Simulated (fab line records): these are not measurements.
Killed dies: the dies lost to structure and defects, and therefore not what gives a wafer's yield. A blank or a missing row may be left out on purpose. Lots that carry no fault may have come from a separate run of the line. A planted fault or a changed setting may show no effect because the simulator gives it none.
A struck lot beside a sound one ; flow ritCmos ; 14 steps out of a route of 202
Sound: wafers L871.1, L871.2, L871.6. Struck: wafers L892.2, L892.4, L892.6. Last of all comes the cause.
Order at every step that has rows: each side's tool, ch and its chambers, its first start. Under that, the readings that differ: sound wafers ; struck wafers ; difference of the means ; sigmas: that difference in standard deviations of wafers without a fault.
alike: words and numbers the same on both sides, and readings whose means are apart by under 2 such deviations; not compared: readings that were withheld, readings missing a value for some wafer, numbers with overlapping values and no deviation given by the record, and bounds like >300 which may hide the same value.
Wherever a step has rows on one side only, a row that says differs or no value, or a row with sigmas, the two part there. Numbers that don't overlap but have no deviation are shown without sigmas and don't part them. A reading that every wafer of one side lacks parts them only if that side has two wafers or more.

first, 1 step without rows for these wafers: RIT_SILICIDE_WET_ETCH_00 (etches SiO2 in BOE, target depth 14 nm, time 15 s).
RIT_SILICIDE_SPUTTER_01: material Ti, target thk 30 nm, time 240 s.
  struck on pvdSputter-01, day 7 10:43; sound on pvdSputter-01, day 3 04:58
  alike: throttleValvePct
RIT_SILICIDE_RS_MEAS_02: uses a four-point probe to measure.
  struck on filmMetro-04, day 7 10:53; sound on filmMetro-03, day 3 05:07
  alike: SILICIDE_TI_RS
RIT_SILICIDE_THK_MEAS_03: measures by xrf.
  struck on filmMetro-04, day 7 11:00; sound on filmMetro-03, day 3 05:14
  alike: SILICIDE_TI_THK
RIT_SILICIDE_RTA_04: time 10 s, ramp up 5 s, ramp down 5 s.
  sound on rtpAnneal-01 ch 0, day 3 05:18; struck on rtpAnneal-02 ch 0, day 7 11:04
reading;sound;struck;difference;sigmas
annealTempCMax;656.0 654.9 655.0;653.2 654.1 652.8;-1.9;-2
  alike: wafer_temp_C_max
then, 1 step without rows for these wafers: RIT_SILICIDE_WET_ETCH_05 (etches Ti in SPM, time 120 s).
RIT_SILICIDE_RTA_06: time 10 s, ramp up 5 s, ramp down 10 s.
  sound on rtpAnneal-02 ch 0, day 3 05:24; struck on rtpAnneal-01 ch 0, day 7 11:10
  alike: annealTempCMax, wafer_temp_C_max
RIT_CONTACT_CVD_00: deposits SiO2 from TEOS, target thk 400 nm, time 61 s.
  sound on pecvd-03 ch 0,1,2, day 3 05:28; struck on pecvd-02 ch 0,1,2, day 7 11:14
  alike: heaterPowerW
  not compared: sinceWetCleanH
RIT_CONTACT_THK_MEAS_01:
  struck on filmMetro-03, day 7 11:17; sound on filmMetro-02, day 3 05:31
  alike: CONTACT_TEOS_THK
then, 3 steps without rows for these wafers: RIT_CONTACT_HMDS_02 (prime time 60 s); RIT_CONTACT_COAT_03 (resist thk 1000 nm); RIT_CONTACT_SOFTBAKE_04 (time 60 s).
RIT_CONTACT_EXPOSE_05: exposes mask M11, target cd 1000 nm.
  sound on ilineStepper-01 ch 0, day 3 06:10; struck on ilineStepper-02, day 7 11:49
  no value came back on the struck wafers for exposureDoseMJCm2, focusOffsetNm (nm); on the sound wafers exposureDoseMJCm2 reads 249.90 250.12 250.18
  alike: mask
then, 1 step without rows for these wafers: RIT_CONTACT_PEB_06.

WHERE THEY PART
At RIT_SILICIDE_RTA_04 first; at RIT_CONTACT_EXPOSE_05 last (within this record only).

WHY: what had been put in by the simulator
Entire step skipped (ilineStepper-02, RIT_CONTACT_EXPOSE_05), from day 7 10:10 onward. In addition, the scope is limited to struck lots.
